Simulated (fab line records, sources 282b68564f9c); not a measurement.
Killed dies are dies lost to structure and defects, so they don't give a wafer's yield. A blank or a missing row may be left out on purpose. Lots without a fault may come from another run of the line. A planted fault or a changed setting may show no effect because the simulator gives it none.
Which tool did it? | flow rit_cmos | 7 lots, 21 wafers sampled, at 2 steps of a route of 202

WHAT THE GAUGES READ, wafer by wafer
RIT_WELLDRIVE_RS_MEAS_02: measures by four-point-probe.
lot  | measured    | on            | PWELL_RS (ohm/sq)
L215 | day 2 19:44 | film_metro-01 | 429.2 427.9 428.9
L218 | day 3 12:27 | film_metro-02 | 427.2 427.8 427.6
L220 | day 4 00:36 | film_metro-01 | 428.9 430.6 429.0
L222 | day 4 07:02 | film_metro-01 | 429.8 428.3 428.2
L230 | day 5 23:35 | film_metro-01 | 439.4 442.4 441.3 441.3 441.8 441.9
L232 | day 6 09:09 | film_metro-02 | 429.6 428.6 429.2
L234 | day 6 19:14 | film_metro-01 | 428.5 427.9 428.4

WHICH TOOL RAN EACH LOT (tool, then ch and the chambers of the sampled wafers, then the start)
lot  | RIT_PWELL_IMPLANT_08
L215 | implanter-01 ch 0, day 2 14:08
L218 | implanter-01 ch 0, day 3 05:42
L220 | implanter-01 ch 0, day 3 18:32
L222 | implanter-01 ch 0, day 4 01:01
L230 | implanter-01 ch 0, day 5 17:59
L232 | implanter-04 ch 0, day 6 03:33
L234 | implanter-03 ch 0, day 6 13:35
- RIT_PWELL_IMPLANT_08

THE ANSWER, worked out from the rows above alone
Rule: what is usual is taken from the lots themselves. Put in order of their means at a reading, lots are off if they are a third of the lots or fewer, leave a main group of 4 or more, and stand apart from it by a gap of 3 or more times the standard deviation of the main group's means; of several such gaps the widest counts. A main group whose means are all the same, to the digits that the tables above print for the reading, isn't used. A lot without any number at a reading at which 4 lots or more have one is off too. The other lots that the step has rows for count as sound.
Off: L230, at RIT_WELLDRIVE_RS_MEAS_02 (PWELL_RS). The main group: mean 428.6 ohm/sq, standard deviation 0.63.
A tool fits if, at a process step before that reading, it ran every lot that is off, and no sound lot after the first of them. The gauges at RIT_WELLDRIVE_RS_MEAS_02 are tried like those tools. One fits: implanter-01 at RIT_PWELL_IMPLANT_08. Its last sound lot is L222 (day 4 01:01), its first lot that is off L230 (day 5 17:59): a fault that began between those two fits.

WHAT THE SIMULATOR HAD PUT IN
Process parameter drift: implanter-01, from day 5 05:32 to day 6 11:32, at RIT_PWELL_IMPLANT_08. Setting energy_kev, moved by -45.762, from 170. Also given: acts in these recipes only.
Lots struck among those shown: L230. The rule above found the same.
